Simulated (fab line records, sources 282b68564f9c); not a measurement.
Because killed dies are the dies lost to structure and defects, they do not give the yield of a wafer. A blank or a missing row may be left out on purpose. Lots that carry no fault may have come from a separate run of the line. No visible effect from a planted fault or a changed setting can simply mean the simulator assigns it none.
The tool behind it: which one? :: flow ritCmos :: 21 wafers from 7 lots sampled at 2 of the route's 202 steps

## WHAT EACH GAUGE READ, for each wafer
RIT_PRETRO_TW_MEAS_10.
lot: L643
measured: day 2 16:44
on: filmMetro-02
PRETRO_TW: 472.8 471.9 473.2

lot: L645
measured: day 3 01:10
on: filmMetro-01
PRETRO_TW: 473.2 471.4 473.5

lot: L647
measured: day 3 10:48
on: filmMetro-01
PRETRO_TW: 471.3 473.1 474.0

lot: L653
measured: day 4 19:26
on: filmMetro-03
PRETRO_TW: 475.9 476.2 474.1

lot: L655
measured: day 5 04:10
on: filmMetro-03
PRETRO_TW: 476.0 471.3 473.2

lot: L658
measured: day 5 18:03
on: filmMetro-01
PRETRO_TW: 475.3 470.3 473.5

lot: L660
measured: day 6 06:13
on: filmMetro-01
PRETRO_TW: 471.6 471.2 469.9

## TOOL THAT RAN EACH LOT (tool first, then ch and the chambers of the sampled wafers, then the start)
lot: L643
RIT_PRETRO_IMPLANT_08: implanter-01 ch 0, day 2 16:25

lot: L645
RIT_PRETRO_IMPLANT_08: implanter-01 ch 0, day 3 00:50

lot: L647
RIT_PRETRO_IMPLANT_08: implanter-03 ch 0, day 3 10:29

lot: L653
RIT_PRETRO_IMPLANT_08: implanter-01 ch 0, day 4 19:07

lot: L655
RIT_PRETRO_IMPLANT_08: implanter-03 ch 0, day 5 03:51

lot: L658
RIT_PRETRO_IMPLANT_08: implanter-03 ch 0, day 5 17:44

lot: L660
RIT_PRETRO_IMPLANT_08: implanter-03 ch 0, day 6 05:53
- RIT_PRETRO_IMPLANT_08

## THE ANSWER, worked out from the rows above alone
Rule: the usual values come from the lots themselves. The widest of any qualifying gaps counts: lots, ordered by their means at a reading, are off when they make up no more than a third of the lots, leave a main group of 4 or more, and stand apart from it by 3 or more times the standard deviation of that group's means. A main group is skipped when, at the precision printed for the reading in the tables above, its means are all equal. Also off: a lot with no number at a reading for which 4 or more lots have one. All remaining lots with rows at the step are treated as sound.
Nothing can be told from this: no lot is off at any reading shown.

## WHAT THE SIMULATOR HAD INSERTED
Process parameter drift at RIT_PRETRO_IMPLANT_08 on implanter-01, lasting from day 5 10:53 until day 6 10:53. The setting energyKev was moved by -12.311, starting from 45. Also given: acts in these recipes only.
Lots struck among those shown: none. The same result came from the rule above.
